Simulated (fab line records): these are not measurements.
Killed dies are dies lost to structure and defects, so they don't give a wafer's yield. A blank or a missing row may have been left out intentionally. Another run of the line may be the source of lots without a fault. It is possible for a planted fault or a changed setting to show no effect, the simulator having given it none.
Lot-split experiment -- flow berkeley-cmos170 -- 23 wafers read across 5 lots, on a route 331 steps long

## SPLIT DETAILS
At UCB170_M3_PEB_13, the setting peb-temp-c was moved away from the recipe's 130 C on 8 of the 23 wafers read, by -1.8% to +1.2%. The other wafers ran this setting at the recipe's value.

## FROM THE SPLIT TO THE READING: what the file shows between them, 5 steps
- UCB170_M3_DEVELOP_14: develop time 45 s
- UCB170_M3_CD_MEAS_15: target cd 700 nm
- UCB170_M3_ETCH_17: etches BARC in N2/H2
- UCB170_M3_METAL_ETCH_18: etches Al in Cl2/BCl3, stops on SiO2, target depth 1170 nm, time 195 s
- UCB170_M3_STRIP_19: strips in O2

## THE READING
cd-nm (nm) at UCB170_M3_CD_MEAS_90, where the cd target is 700 nm. Fault-free wafers of this fab line usually give 701 nm, standard deviation 5.3 nm.

wafer,"tool, chamber at the split","peb-temp-c as run, C",against the recipe,"cd-nm, nm",against lot-mates on the recipe
L074.1,"litho-track-04, 0",130,recipe,703,-
L074.3,"litho-track-04, 0",127.7,-1.8%,720,+18
L074.4,"litho-track-04, 0",127.7,-1.8%,718,+16
L074.5,"litho-track-04, 0",130,recipe,702,-
L074.6,"litho-track-04, 0",127.7,-1.8%,721,+18
L077.1,"litho-track-04, 0",130,recipe,704,-
L077.2,"litho-track-04, 0",130,recipe,705,-
L077.3,"litho-track-04, 0",131.5,+1.2%,694,-9
L077.4,"litho-track-04, 0",130,recipe,700,-
L077.6,"litho-track-04, 0",131.5,+1.2%,694,-9
L080.1,"litho-track-04, 0",130,recipe,698,-
L080.3,"litho-track-04, 0",131.3,+1.0%,683,-12
L080.4,"litho-track-04, 0",131.3,+1.0%,685,-10
L080.5,"litho-track-04, 0",130,recipe,691,-
L080.6,"litho-track-04, 0",131.3,+1.0%,687,-8
L085.2,"litho-track-04, 0",130,recipe,702,-
L085.3,"litho-track-04, 0",130,recipe,699,-
L085.5,"litho-track-04, 0",130,recipe,699,-
L083.1,"litho-track-02, 0",130,recipe,695,-
L083.3,"litho-track-02, 0",130,recipe,697,-
L083.4,"litho-track-02, 0",130,recipe,693,-
L083.5,"litho-track-02, 0",130,recipe,696,-
L083.6,"litho-track-02, 0",130,recipe,698,-

FIT RESULTS
A straight line over all 23 wafers: cd-nm changes by -10.8 nm for each +1% of peb-temp-c; r = -0.91; the points scatter about the line by 4.3 nm.
The same after taking each lot's own level away (the mean of its wafers on the recipe; 23 wafers): -9.33 nm for each +1%; r = -0.97; scatter 1.9 nm.
The reading moves by 16 nm for the largest change in peb-temp-c, on that fit.
Measured against the standard deviation above, the lots' own levels, which go from 694.5 to 703.0 nm, span 1.6 times it.
Thus the slope moves with the lot-to-lot level: the two fits are different.
Check: for one of the wafers moved furthest among these (-1.8%), held out of the fit, the line's prediction against its lot-mates is +16.5 nm. Against them it came out at +17.5 nm.

## OTHER SPLITS ON THESE WAFERS
Before the reading, these wafers also passed through other splits. Each is held against what the fit with the lots' levels taken away leaves over:
other split on the same wafers,wafers away from the commonest value,r with cd-nm (lot level and that fit taken away)
UCB170_M2_COAT_05 spin-rpm,7,-0.19
UCB170_M3_COAT_05 resist-thk-nm,9,-0.09

## THE WHOLE CHAIN: every reading that the file lists as answering this split, in the file's order
step,what it does,reading,change (the file's fit),r (the file's)
UCB170_M3_CD_MEAS_15,target cd 700 nm,cd-nm,-8.86 nm for each +1% of the setting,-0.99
UCB170_M3_ETCH_17,etches BARC in N2/H2,"M3.cd-nm (the simulator's own value, which no gauge read)",-8.68 nm for each +1% of the setting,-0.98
UCB170_M3_METAL_ETCH_18,"etches Al in Cl2/BCl3, stops on SiO2, target depth 1170 nm, time 195 s","M3.cd-nm (the simulator's own value, which no gauge read)",-9.44 nm for each +1% of the setting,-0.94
UCB170_M3_CD_MEAS_90,target cd 700 nm,cd-nm,-9.37 nm for each +1% of the setting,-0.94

## THE FILE'S OWN FIT
cd-nm changes by -9.37 nm for each +1% of peb-temp-c, r = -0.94.
